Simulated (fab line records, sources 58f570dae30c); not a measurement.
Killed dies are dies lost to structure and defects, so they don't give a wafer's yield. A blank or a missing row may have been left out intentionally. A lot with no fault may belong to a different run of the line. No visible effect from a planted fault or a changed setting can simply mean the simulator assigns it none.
Split-lot study	flow berkeley-cmos170	route with 331 steps; 5 lots, 23 wafers read

ON THE SPLIT
At UCB170_CONTACT_COAT_10 (resist thk 900 nm), the setting resist-thk-nm was moved away from the recipe's 900 nm on 8 of the 23 wafers read, by -2.8% to +5.1%. This setting was run at the recipe's value on the other wafers.

FROM THE SPLIT TO THE READING: what the file shows between them, 4 steps
- UCB170_CONTACT_PEB_13 (also split here: peb-temp-c)
- UCB170_CONTACT_DEVELOP_14: develop time 45 s
- UCB170_CONTACT_CD_MEAS_15: target cd 700 nm
- UCB170_CONTACT_ETCH_17: etches BARC in N2/H2

THE READING
KrF_of_CONTACT_COAT_10.thk-nm (the simulator's own value, which no gauge read), in nm, at UCB170_CONTACT_ETCH_18 (etches PSG in CHF3/CF4/Ar, stops on TiSi2, target depth 840 nm, time 195 s). The file gives no usual value for it. The 15 wafers here that ran the recipe average 690.0 nm, standard deviation 4.2 nm.

wafer	tool, chamber at the split	resist-thk-nm as run, nm	against the recipe	KrF_of_CONTACT_COAT_10.thk-nm, nm	against lot-mates on the recipe
L074.1	litho-track-02, 0	900	recipe	693.5	-
L074.3	litho-track-02, 0	900	recipe	691.5	-
L074.4	litho-track-02, 0	900	recipe	693.1	-
L074.5	litho-track-02, 0	900	recipe	696.4	-
L074.6	litho-track-02, 0	900	recipe	689.4	-
L077.3	litho-track-01, 0	900	recipe	687.9	-
L077.5	litho-track-01, 0	900	recipe	688.9	-
L077.6	litho-track-01, 0	900	recipe	686.5	-
L079.1	litho-track-04, 0	900	recipe	690.3	-
L079.2	litho-track-04, 0	946.1	+5.1%	738.4	+50.3
L079.4	litho-track-04, 0	900	recipe	680.4	-
L079.5	litho-track-04, 0	946.1	+5.1%	730.7	+42.6
L079.6	litho-track-04, 0	900	recipe	693.5	-
L082.2	litho-track-01, 0	915.4	+1.7%	700.5	+6.5
L082.3	litho-track-01, 0	915.4	+1.7%	704.3	+10.3
L082.4	litho-track-01, 0	915.4	+1.7%	708.8	+14.8
L082.5	litho-track-01, 0	900	recipe	692.5	-
L082.6	litho-track-01, 0	900	recipe	695.4	-
L083.1	litho-track-04, 0	900	recipe	685	-
L083.2	litho-track-04, 0	874.5	-2.8%	655.9	-29.4
L083.3	litho-track-04, 0	874.5	-2.8%	668	-17.2
L083.4	litho-track-04, 0	900	recipe	685.5	-
L083.5	litho-track-04, 0	874.5	-2.8%	656.1	-29.1

THE FIT
A straight line over all 23 wafers: KrF_of_CONTACT_COAT_10.thk-nm changes by +9.28 nm for each +1% of resist-thk-nm; r = +0.97; the points scatter about the line by 4.7 nm.
The same after taking each lot's own level away (the mean of its wafers on the recipe; 23 wafers): +8.77 nm for each +1%; r = +0.97; scatter 4.1 nm.
According to that fit, moving resist-thk-nm by its largest amount changes the reading by 45 nm.
From 685.25 to 693.95 nm: that is the span of the lots' own levels, equal to 2.1 times the standard deviation above.
The two slopes agree, so the slope changes little with the lot-to-lot level.
Check: +41.6 nm against its lot-mates is what the line predicts for one of the wafers moved furthest among these (+5.1%) when that wafer is left out of the fit. Against them it came out at +50.3 nm.

THE OTHER SPLITS THESE WAFERS WENT THROUGH
Note: prior to the reading, these wafers also went through further splits. Each is held against what the fit with the lots' levels taken away leaves over:
other split on the same wafers	wafers away from the commonest value	r with KrF_of_CONTACT_COAT_10.thk-nm (lot level and that fit taken away)
UCB170_NLDD_EXPOSE_03 dose-mj	8	+0.01
UCB170_PSD_COAT_01 resist-thk-nm	7	-0.10
UCB170_PSD_EXPOSE_03 dose-mj	8	-0.21
UCB170_SILICIDE_SPUTTER_01 time-s	10	-0.43
UCB170_CONTACT_PEB_13 peb-temp-c	11	+0.13

THE WHOLE CHAIN: every reading that the file lists as answering this split, in the file's order
step	what it does	reading	change (the file's fit)	r (the file's)
UCB170_CONTACT_COAT_10	resist thk 900 nm	KrF_of_CONTACT_COAT_10.thk-nm (the simulator's own value, which no gauge read)	+8.86 nm for each +1% of the setting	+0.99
UCB170_CONTACT_ETCH_18	etches PSG in CHF3/CF4/Ar, stops on TiSi2, target depth 840 nm, time 195 s	KrF_of_CONTACT_COAT_10.thk-nm (the simulator's own value, which no gauge read)	+8.81 nm for each +1% of the setting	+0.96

FILE'S OWN FIT
KrF_of_CONTACT_COAT_10.thk-nm changes by +8.81 nm for each +1% of resist-thk-nm, r = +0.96.
